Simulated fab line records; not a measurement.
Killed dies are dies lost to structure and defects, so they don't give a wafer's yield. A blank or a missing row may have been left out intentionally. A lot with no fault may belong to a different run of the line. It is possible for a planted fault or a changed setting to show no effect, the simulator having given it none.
fab line records + flow rit-cmos
record:
- lots: 5
- wafers: 23
route steps=202 shown M1@195
start-h: hours from the record's opening day to when the first of the lot's shown wafers began + wait-h: how many hours have passed since the lot's step before this one + " the same as in the row above + L1.1+2: a single row standing in for several wafers + - no value, or no start was given + * or withheld: withheld + < > ~ a bound
route shown NAME@n: names a module that has steps shown in the file, with the first one's number in the route + usual: average and standard deviation across the fault-free wafers + same: alike in all rows + chamber/n: place in a boat + sites: per-site readings + _std_site: standard deviation of those values + _edge_site: the outer-site mean with the inner-site mean subtracted + radius-mm: for every site, how far away it sits from the centre of the wafer + mask NAME#n: copy n + behind: the most recent tool/chamber to have shaped the wafer + hold: reason for holding the lot/hours on hold/outcome of the hold + device: which transistor (n, p or np) failed to switch + end of line: the tests these same wafers got at the end of their route + for a step that has no rows: nothing shown but its recipe + killed: count of dies lost to structure and defects at first sort (not the wafer's yield) + map: a wafer's dies, marking killed ones x, the rest . and places with no die _
set.NAME: setting as actually run; set.NAME@STEP: the setting as run at that earlier step + model.NAME: the simulator's own value behind a step, which no gauge read
one table per step and one row per wafer, for lots whose settings were changed on purpose
== steps ==
step: RIT_M1_HARDBAKE_11
recipe:
- resist: NOVOLAK
- temp-c: 140
- time-s: 120
| lot.wafer | tool           | chamber | start-h | wait-h | set.temp-c | set.spin-rpm@M1_COAT_04 | model.NOVOLAK_of_M1_COAT_04.thk-nm |
|-----------|----------------|---------|---------|--------|------------|-------------------------|------------------------------------|
| L077.1    | litho-track-02 | 0       | 72.76   | 0.0    | 140        | 2000                    | 1143                               |
| L077.2+3  | "              | 0       | "       | "      | 140        | 2112                    | 1113                               |
| L077.4    | "              | 0       | "       | "      | 140        | 2000                    | 1142                               |
| L077.6    | "              | 0       | "       | "      | 140        | 2112                    | 1112                               |
| L078.1    | litho-track-01 | 0       | 75.81   | 0.0    | 140        | 2000                    | 1141                               |
| L078.3    | "              | 0       | "       | "      | 140        | 2000                    | 1138                               |
| L078.5    | "              | 0       | "       | "      | 140        | 2000                    | 1140                               |
| L079.2    | litho-track-01 | 0       | 81.72   | 0.1    | 140        | 2000                    | 1138                               |
| L079.3+6  | "              | 0       | "       | "      | 140        | 2000                    | 1136                               |
| L079.4    | "              | 0       | "       | "      | 140        | 2000                    | 1139                               |
| L079.5    | "              | 0       | "       | "      | 140        | 2000                    | 1135                               |
| L081.1    | litho-track-02 | 0       | 90.71   | 0.3    | 138.4      | 2000                    | 1141                               |
| L081.2    | "              | 0       | "       | "      | 138.4      | 2092                    | 1117                               |
| L081.4    | "              | 0       | "       | "      | 138.4      | 2092                    | 1118                               |
| L081.5    | "              | 0       | "       | "      | 140        | 2092                    | 1115                               |
| L081.6    | "              | 0       | "       | "      | 140        | 2000                    | 1135                               |
| L084.1    | litho-track-01 | 0       | 109.73  | 0.0    | 140        | 2000                    | 1142                               |
| L084.2    | "              | 0       | "       | "      | 140        | 1872                    | 1180                               |
| L084.3    | "              | 0       | "       | "      | 140        | 1872                    | 1179                               |
| L084.4    | "              | 0       | "       | "      | 140        | 2000                    | 1145                               |
| L084.5    | "              | 0       | "       | "      | 140        | 1872                    | 1178                               |
step: RIT_M1_METAL_ETCH_12
recipe:
- stop-on: SiO2
- chemistry: Cl2/BCl3
- target: Al
- time-s: 165
- over-etch-frac: 0.5
- pressure-mtorr: 100
- target-depth-a: 6000
- rf-w: 250
- Cl2_flow_sccm: 60
- bcl3-flow-sccm: 50
| lot.wafer | tool         | chamber | start-h | wait-h | set.spin-rpm@M1_COAT_04 | model.NOVOLAK_of_M1_COAT_04.thk-nm |
|-----------|--------------|---------|---------|--------|-------------------------|------------------------------------|
| L077.1    | rie-metal-04 | 1       | 73.01   | 0.2    | 2000                    | 808.2                              |
| L077.2    | "            | 0       | "       | "      | 2112                    | 790.6                              |
| L077.3    | "            | 1       | "       | "      | 2112                    | 782.6                              |
| L077.4    | "            | 0       | "       | "      | 2000                    | 821.3                              |
| L077.6    | "            | 0       | "       | "      | 2112                    | 791.6                              |
| L078.1+5  | rie-metal-01 | 1       | 76.06   | 0.2    | 2000                    | 807                                |
| L078.3    | "            | 1       | "       | "      | 2000                    | 807.5                              |
| L079.2    | rie-metal-03 | 1       | 81.93   | 0.2    | 2000                    | 800.8                              |
| L079.3    | "            | 1       | "       | "      | 2000                    | 799.5                              |
| L079.4    | "            | 0       | "       | "      | 2000                    | 808                                |
| L079.5    | "            | 1       | "       | "      | 2000                    | 801.8                              |
| L079.6    | "            | 0       | "       | "      | 2000                    | 804.4                              |
| L081.1    | rie-metal-01 | 0       | 90.96   | 0.2    | 2000                    | 823.4                              |
| L081.2    | "            | 1       | "       | "      | 2092                    | 786.8                              |
| L081.4    | "            | 1       | "       | "      | 2092                    | 784.4                              |
| L081.5    | "            | 0       | "       | "      | 2092                    | 796.8                              |
| L081.6    | "            | 1       | "       | "      | 2000                    | 802.4                              |
| L084.1    | rie-metal-01 | 0       | 109.98  | 0.2    | 2000                    | 822.1                              |
| L084.2    | "            | 0       | "       | "      | 1872                    | 859.2                              |
| L084.3    | "            | 0       | "       | "      | 1872                    | 861.2                              |
| L084.4    | "            | 0       | "       | "      | 2000                    | 826.5                              |
| L084.5    | "            | 0       | "       | "      | 1872                    | 859.7                              |
step: RIT_M1_STRIP_13
recipe:
- chemistry: nmp
- resist: NOVOLAK
- temp-c: 80
- time-s: 600
- dry: n2-spin
step: RIT_M1_STRIP_14
recipe:
- chemistry: O2
- time-s: 180
- platen-temp-c: withheld
- power-w: 500
- pressure-mtorr: 4000
- o2-flow-sccm: 4000
step: RIT_M1_ANNEAL_15
recipe:
- temp-c: 450
- time-s: 1800
- ambient: forming_gas_H2N2
step: RIT_M1_PROBE_99
usual:
- killed-at-front-end: 6/3.1
- killed-dies: 6/3.1
- killed-open: 3.4/1.9
- killed-short: 3.1/2
same:
- gross-dies: 264
- killed_at_M0_to_M3: 0
- killed_at_M4_up: 0
- killed-at-back-side: 0
- killed-at-contacts: 0
- killed-at-other: 0
| lot.wafer | tool      | chamber | start-h | wait-h | set.time-s@SPACER_ETCHBACK_05 | killed-at-front-end | killed-dies | killed-open | killed-short | model.etest.nmos_0p15.r-on-ohm-um | model.etest.nplus-sal.width-nm | model.etest.pplus-sal.width-nm |
|-----------|-----------|---------|---------|--------|-------------------------------|---------------------|-------------|-------------|--------------|-----------------------------------|--------------------------------|--------------------------------|
| L077.1    | prober-01 | -       | 75.81   | 0.1    | 240                           | 4                   | 4           | 2           | 2            | 1110                              | 3472                           | 3469                           |
| L077.2    | prober-01 | -       | 75.86   | 0.1    | 272                           | 5                   | 5           | 1           | 3            | 1501                              | 3507                           | 3515                           |
| L077.3    | prober-01 | -       | 75.91   | 0.2    | 272                           | 7                   | 7           | 4           | 3            | 1501                              | 3536                           | 3534                           |
| L077.4    | prober-01 | -       | 75.96   | 0.2    | 240                           | 9                   | 9           | 4           | 3            | 1272                              | 3485                           | 3455                           |
| L077.6    | prober-01 | -       | 76.06   | 0.2    | 272                           | 9                   | 9           | 3           | 3            | 1521                              | 3538                           | 3534                           |
| L078.1    | prober-02 | -       | 78.31   | 0.1    | 240                           | 3                   | 3           | 3           | 0            | 1184                              | 3450                           | 3437                           |
| L078.3    | prober-02 | -       | 78.41   | 0.2    | 240                           | 6                   | 6           | 4           | 2            | 1194                              | 3464                           | 3428                           |
| L078.5    | prober-02 | -       | 78.51   | 0.2    | 240                           | 10                  | 10          | 4           | 6            | 1156                              | 3439                           | 3434                           |
| L079.2    | prober-01 | -       | 84.23   | 0.1    | 240                           | 6                   | 6           | 0           | 6            | 1135                              | 3454                           | 3466                           |
| L079.3    | prober-01 | -       | 84.28   | 0.2    | 215.1                         | 6                   | 6           | 3           | 3            | 967.1                             | 3406                           | 3395                           |
| L079.4    | prober-01 | -       | 84.33   | 0.2    | 215.1                         | 3                   | 3           | 2           | 1            | 926.4                             | 3416                           | 3420                           |
| L079.5    | prober-01 | -       | 84.38   | 0.2    | 240                           | 9                   | 9           | 6           | 3            | 1113                              | 3467                           | 3472                           |
| L079.6    | prober-01 | -       | 84.43   | 0.2    | 240                           | 7                   | 7           | 3           | 4            | 1089                              | 3457                           | 3469                           |
| L081.1    | prober-01 | -       | 93.28   | 0.1    | 240                           | 5                   | 5           | 2           | 3            | 1167                              | 3457                           | 3427                           |
| L081.2    | prober-01 | -       | 93.33   | 0.1    | 221                           | 7                   | 7           | 4           | 3            | 1119                              | 3436                           | 3416                           |
| L081.4    | prober-01 | -       | 93.43   | 0.2    | 240                           | 5                   | 5           | 3           | 2            | 1190                              | 3436                           | 3441                           |
| L081.5    | prober-01 | -       | 93.48   | 0.2    | 240                           | 6                   | 6           | 4           | 2            | 1234                              | 3468                           | 3460                           |
| L081.6    | prober-01 | -       | 93.53   | 0.2    | 221                           | 8                   | 8           | 5           | 3            | 1162                              | 3411                           | 3402                           |
| L084.1    | prober-02 | -       | 112.50  | 0.1    | 240                           | 7                   | 7           | 7           | 0            | 1075                              | 3430                           | 3432                           |
| L084.2    | prober-02 | -       | 112.55  | 0.1    | 261.7                         | 8                   | 8           | 4           | 4            | 1206                              | 3490                           | 3472                           |
| L084.3    | prober-02 | -       | 112.60  | 0.2    | 261.7                         | 3                   | 3           | 2           | 1            | 1185                              | 3506                           | 3500                           |
| L084.4    | prober-02 | -       | 112.65  | 0.2    | 261.7                         | 5                   | 5           | 2           | 3            | 1252                              | 3505                           | 3495                           |
| L084.5    | prober-02 | -       | 112.70  | 0.2    | 240                           | 9                   | 9           | 4           | 5            | 1098                              | 3435                           | 3432                           |
killed by level:class
L077.1 FOX1:geometric-particle:short=1 FOX1:geometric-particle:open=1 GATE:geometric-particle:open=1 REOX:geometric-particle:short=1
L077.2 GATE:geometric-particle:short=1 GATE:geometric-particle:open=1 REOX:geometric-particle:short=1 SPACER:geometric-particle:short=1 GATE:area-develop=1
L077.3 GATE:geometric-particle:short=3 GATE:geometric-particle:open=2 FOX2:geometric-particle:open=1 SPACER:geometric-particle:open=1
L077.4 GATE:geometric-particle:open=3 GATE:area-develop=2 FOX1:geometric-particle:short=1 GATE:geometric-particle:short=1 REOX:geometric-particle:short=1 SPACER:geometric-particle:open=1
L077.6 GATE:area-develop=3 GATE:geometric-particle:short=2 GATE:geometric-particle:open=1 SPACER:geometric-particle:open=1 SILICIDE:geometric-particle:open=1 SILICIDE:geometric-particle:short=1
L078.1 GATE:geometric-particle:open=2 SILICIDE:geometric-particle:open=1
L078.3 SPACER:geometric-particle:open=3 GATE:geometric-particle:short=1 SPACER:geometric-particle:short=1 SILICIDE:geometric-particle:open=1
L078.5 FOX2:geometric-particle:short=2 GATE:geometric-particle:short=2 GATE:geometric-particle:open=2 SPACER:geometric-particle:open=2 REOX:geometric-particle:short=1 SPACER:geometric-particle:short=1
L079.2 REOX:geometric-particle:short=2 SPACER:geometric-particle:short=2 FOX1:geometric-particle:short=1 GATE:geometric-particle:short=1
L079.3 FOX1:geometric-particle:short=1 FOX2:geometric-particle:open=1 GATE:geometric-particle:short=1 SPACER:geometric-particle:short=1 GATE:geometric-particle:open=1 REOX:geometric-particle:open=1
L079.4 FOX1:geometric-particle:open=1 GATE:geometric-particle:short=1 SPACER:geometric-particle:open=1
L079.5 GATE:geometric-particle:open=2 FOX1:geometric-particle:open=1 FOX2:geometric-particle:short=1 FOX2:geometric-particle:open=1 GATE:geometric-particle:short=1 SPACER:geometric-particle:open=1 SILICIDE:geometric-particle:short=1 SILICIDE:geometric-particle:open=1
L079.6 GATE:geometric-particle:short=3 FOX1:geometric-particle:open=1 REOX:geometric-particle:short=1 SPACER:geometric-particle:open=1 SILICIDE:geometric-particle:open=1
L081.1 GATE:geometric-particle:open=2 GATE:geometric-particle:short=1 REOX:geometric-particle:short=1 SILICIDE:geometric-particle:short=1
L081.2 GATE:geometric-particle:short=2 GATE:geometric-particle:open=2 REOX:geometric-particle:short=1 SPACER:geometric-particle:open=1 SILICIDE:geometric-particle:open=1
L081.4 FOX1:geometric-particle:short=1 FOX1:geometric-particle:open=1 FOX2:geometric-particle:open=1 GATE:geometric-particle:open=1 SPACER:geometric-particle:short=1
L081.5 GATE:geometric-particle:open=2 SILICIDE:geometric-particle:open=2 FOX2:geometric-particle:short=1 GATE:geometric-particle:short=1
L081.6 GATE:geometric-particle:open=2 REOX:geometric-particle:short=2 GATE:geometric-particle:short=1 REOX:geometric-particle:open=1 SPACER:geometric-particle:open=1 SILICIDE:geometric-particle:open=1
L084.1 REOX:geometric-particle:open=5 FOX1:geometric-particle:open=1 SILICIDE:geometric-particle:open=1
L084.2 GATE:geometric-particle:short=2 GATE:geometric-particle:open=2 FOX1:geometric-particle:short=1 FOX1:geometric-particle:open=1 SPACER:geometric-particle:open=1 SPACER:geometric-particle:short=1
L084.3 REOX:geometric-particle:short=1 SPACER:geometric-particle:open=1 SILICIDE:geometric-particle:open=1
L084.4 SPACER:geometric-particle:open=2 SILICIDE:geometric-particle:short=2 GATE:geometric-particle:short=1
L084.5 REOX:geometric-particle:short=3 GATE:geometric-particle:open=3 SPACER:geometric-particle:short=2 REOX:geometric-particle:open=1
== key ==
split:
- step: RIT_M1_HARDBAKE_11
- setting: temp-c
- stated: 140
- by: wafer
response none clear
split outside-this-file step=RIT_SPACER_ETCHBACK_05 setting=time-s
split outside-this-file step=RIT_M1_COAT_04 setting=spin-rpm
split outside-this-file: this setting was split too, and the file shows its column; the key of that split is in another file
